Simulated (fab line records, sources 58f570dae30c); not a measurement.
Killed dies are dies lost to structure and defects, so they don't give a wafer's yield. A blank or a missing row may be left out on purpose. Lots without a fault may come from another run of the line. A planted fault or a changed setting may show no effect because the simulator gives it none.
Tool commonality check | flow berkeley_cmos170 | 14 lots, 42 wafers sampled

WHY IT WAS OPENED
At UCB170_PWELL_THK_MEAS_06 the reading PWELL_NITRIDE_THK is flagged on 2 of 14 lots. Wafers without a fault read 221.1 nm, standard deviation 2.1.
Rule: a lot is flagged when every wafer of it that has a number lies more than 4 standard deviations from that mean, or none has a number. The other lots count as sound.

lot  | measured    | on            | PWELL_NITRIDE_THK (nm), wafer by wafer | flag
L909 | day 3 11:26 | film_metro-04 | 220.7 220.6 220.2                      |
L912 | day 3 23:32 | film_metro-03 | 221.9 221.8 222.4                      |
L911 | day 3 23:32 | film_metro-02 | 219.5 218.8 217.8                      |
L910 | day 3 23:34 | film_metro-04 | 220.2 220.9 221.6                      |
L913 | day 3 23:35 | film_metro-02 | 221.1 221.7 221.3                      |
L914 | day 4 14:02 | film_metro-02 | 220.9 221.6 218.1                      |
L915 | day 4 14:03 | film_metro-04 | 221.7 220.5 221.0                      |
L917 | day 5 02:35 | film_metro-04 | 121.7 121.4 122.6                      | FLAGGED
L918 | day 5 02:35 | film_metro-03 | 121.5 122.6 121.9                      | FLAGGED
L924 | day 6 04:05 | film_metro-02 | 222.9 222.6 222.4                      |
L925 | day 7 00:57 | film_metro-02 | 220.7 220.9 218.9                      |
L927 | day 7 00:58 | film_metro-03 | 221.6 219.6 219.6                      |
L928 | day 7 01:02 | film_metro-04 | 220.3 219.2 219.8                      |
L932 | day 8 00:42 | film_metro-04 | 220.6 220.5 219.6                      |
The numbers of the flagged lots are 122.0 nm on average: -99.1 nm against the usual, or -47 standard deviations.

WHICH TOOL RAN EACH LOT
The record holds 1 process step before the reading, out of a route of 331 steps. In each cell: the tool, then ch and the chambers that the sampled wafers went through, then the start.
lot  | flag    | UCB170_PWELL_CVD_05
L909 |         | lpcvd-01 ch 1, day 3 09:31
L912 |         | lpcvd-01 ch 1, day 3 21:37
L911 |         | lpcvd-01 ch 0, day 3 21:37
L910 |         | lpcvd-01 ch 0, day 3 21:37
L913 |         | lpcvd-01 ch 1, day 3 21:37
L914 |         | lpcvd-02 ch 0, day 4 12:07
L915 |         | lpcvd-02 ch 0, day 4 12:07
L917 | FLAGGED | lpcvd-02 ch 0, day 5 00:40
L918 | FLAGGED | lpcvd-02 ch 0, day 5 00:40
L924 |         | lpcvd-01 ch 0, day 6 02:09
L925 |         | lpcvd-01 ch 1, day 6 23:02
L927 |         | lpcvd-01 ch 1, day 6 23:02
L928 |         | lpcvd-01 ch 0, day 6 23:02
L932 |         | lpcvd-01 ch 0, day 7 22:46
What these steps do:
- UCB170_PWELL_CVD_05: deposits Si3N4 from SiH2Cl2/NH3, target thk 220 nm, time 3300 s.
- UCB170_PWELL_THK_MEAS_06

FLAGGED OVER TOTAL, TOOL BY TOOL (the gauges that took the reading come last)
step                     | tool          | lots run | flagged | share of the flagged lots | sound lots run after its first flagged lot
UCB170_PWELL_CVD_05      | lpcvd-01      | 10       | 0       | none                      | -
UCB170_PWELL_CVD_05      | lpcvd-02      | 4        | 2       | all                       | 0
UCB170_PWELL_THK_MEAS_06 | film_metro-02 | 5        | 0       | none                      | -
UCB170_PWELL_THK_MEAS_06 | film_metro-03 | 3        | 1       | some                      | 1 (L927)
UCB170_PWELL_THK_MEAS_06 | film_metro-04 | 6        | 1       | some                      | 2 (L928,L932)

WHAT THE TABLE ALLOWS
1 row of the table ran every flagged lot: lpcvd-02 at UCB170_PWELL_CVD_05.
- lpcvd-02 at UCB170_PWELL_CVD_05: 2 of its 4 lots flagged. Its last sound lot is L914 (day 4 12:07), its first flagged lot L917 (day 5 00:40): a fault that began between those two fits.
One tool is left: lpcvd-02 at UCB170_PWELL_CVD_05.

WHAT THE SIMULATOR HAD PUT IN
Process parameter drift: lpcvd-02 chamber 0, from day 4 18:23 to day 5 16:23, at UCB170_PWELL_CVD_05. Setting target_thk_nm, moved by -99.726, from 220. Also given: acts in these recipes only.
Lots struck among those shown: L917, L918. The rule above found the same.
